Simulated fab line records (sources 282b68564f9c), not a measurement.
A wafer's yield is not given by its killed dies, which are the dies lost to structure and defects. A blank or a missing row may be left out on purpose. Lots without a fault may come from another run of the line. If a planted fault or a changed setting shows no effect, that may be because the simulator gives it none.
The tool behind it: which one?    flow rit_cmos    14 lots, 42 wafers sampled, at 2 steps of a route of 202

## WHAT THE GAUGES SHOWED, per wafer
RIT_GATE_THK_MEAS_07. Usual: GATE_OXIDE_THK gives 3.01 nm (standard deviation 0.076).
lot   measured     on             GATE_OXIDE_THK (nm)  flag
L377  day 2 12:16  film_metro-03  2.87 2.92 3.00       
L380  day 3 01:11  film_metro-04  2.87 2.81 2.88       
L382  day 3 14:29  film_metro-02  3.01 2.97 3.03       
L383  day 3 19:25  film_metro-04  2.97 2.98 2.97       
L384  day 3 22:23  film_metro-04  3.04 3.09 3.08       
L385  day 4 08:04  film_metro-02  3.10 3.06 3.09       
L386  day 4 10:43  film_metro-02  3.08 3.04 3.02       
L387  day 4 12:15  film_metro-04  3.12 3.05 3.12       
L388  day 4 18:10  film_metro-02  3.03 2.96 3.03       
L389  day 4 23:29  film_metro-02  3.02 2.93 3.05       
L390  day 5 07:26  film_metro-03  3.02 3.00 3.07       
L393  day 5 19:29  film_metro-03  4.94 4.90 5.00       OFF
L396  day 6 14:02  film_metro-04  3.04 3.10 3.02       
L398  day 6 20:19  film_metro-02  4.86 4.88 5.01       OFF

## EACH LOT AND THE TOOL THAT RAN IT (in order: tool; ch and the chambers of the sampled wafers; start)
lot   RIT_GATE_OXIDATION_05
L377  furnace-04 ch 0, day 2 10:13
L380  furnace-01 ch 0, day 2 23:31
L382  furnace-04 ch 0, day 3 12:02
L383  furnace-01 ch 0, day 3 17:00
L384  furnace-03 ch 0, day 3 21:04
L385  furnace-03 ch 0, day 4 06:44
L386  furnace-04 ch 0, day 4 09:23
L387  furnace-03 ch 0, day 4 10:55
L388  furnace-04 ch 0, day 4 15:55
L389  furnace-04 ch 0, day 4 21:44
L390  furnace-01 ch 0, day 5 04:10
L393  furnace-04 ch 0, day 5 17:47
L396  furnace-01 ch 0, day 6 12:18
L398  furnace-04 ch 0, day 6 18:59
- RIT_GATE_OXIDATION_05: target thk 3 nm, ox time 270 s.

## WHAT THE TOOLS THEMSELVES READ (means of the sampled wafers that have a number; where no wafer has one, the mark that the record gives instead)
RIT_GATE_OXIDATION_05. Usual: spike_tc_centre_C 902.6 C, standard deviation 1.2; spike_tc_load_C 925 C, standard deviation 3.5; tube_center_temp_C_max 902.3, standard deviation 0.39.
lot   tool        spike_tc_centre_C (C)  spike_tc_load_C (C)  tube_center_temp_C_max  flag
L377  furnace-04  901.2                  922                  902.2                   
L380  furnace-01  902.1                  925                  902.5                   
L382  furnace-04  900.7                  922                  902.6                   
L383  furnace-01  901.7                  925                  902.5                   
L384  furnace-03  903.4                  931                  902.4                   
L385  furnace-03  903.5                  931                  902.4                   
L386  furnace-04  902.1                  921                  902.5                   
L387  furnace-03  902.9                  931                  902.5                   
L388  furnace-04  903.0                  921                  902.5                   
L389  furnace-04  903.1                  921                  902.4                   
L390  furnace-01  902.0                  924                  902.2                   
L393  furnace-04  902.6                  922                  902.5                   
L396  furnace-01  901.5                  925                  902.3                   
L398  furnace-04  903.0                  921                  902.3                   

## THE ANSWER, worked out from the rows above alone
Rule: lot off if the mean of its wafers having a number is beyond 3 standard deviations from the usual mean. A lot without any number at a reading at which 4 lots or more have one is off too. All remaining lots with rows at the step are treated as sound. Order of review: gauges by route order, followed by the tools' own readings, for which a lot's mean as printed above is used. The first step at which some lot is off is used, and at that step the reading that is off furthest; a lot without a number counts as furthest.
Off: L393, L398, at RIT_GATE_THK_MEAS_07 (GATE_OXIDE_THK).
If a tool, at a process step before that reading, ran all the lots that are off and no sound lot after the first of them, it fits. Gauges at RIT_GATE_THK_MEAS_07: tried the same way as those tools. One fits: RIT_GATE_OXIDATION_05 on furnace-04. A fault onset in the window from L389 (day 4 21:44, its last sound lot) to L393 (day 5 17:47, its first lot off) fits.

## WHAT THE SIMULATOR HAD PUT IN
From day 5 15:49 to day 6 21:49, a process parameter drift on furnace-04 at RIT_GATE_OXIDATION_05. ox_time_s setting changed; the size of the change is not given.
Shown lots that were struck: L393, L398. The rule above found the same.
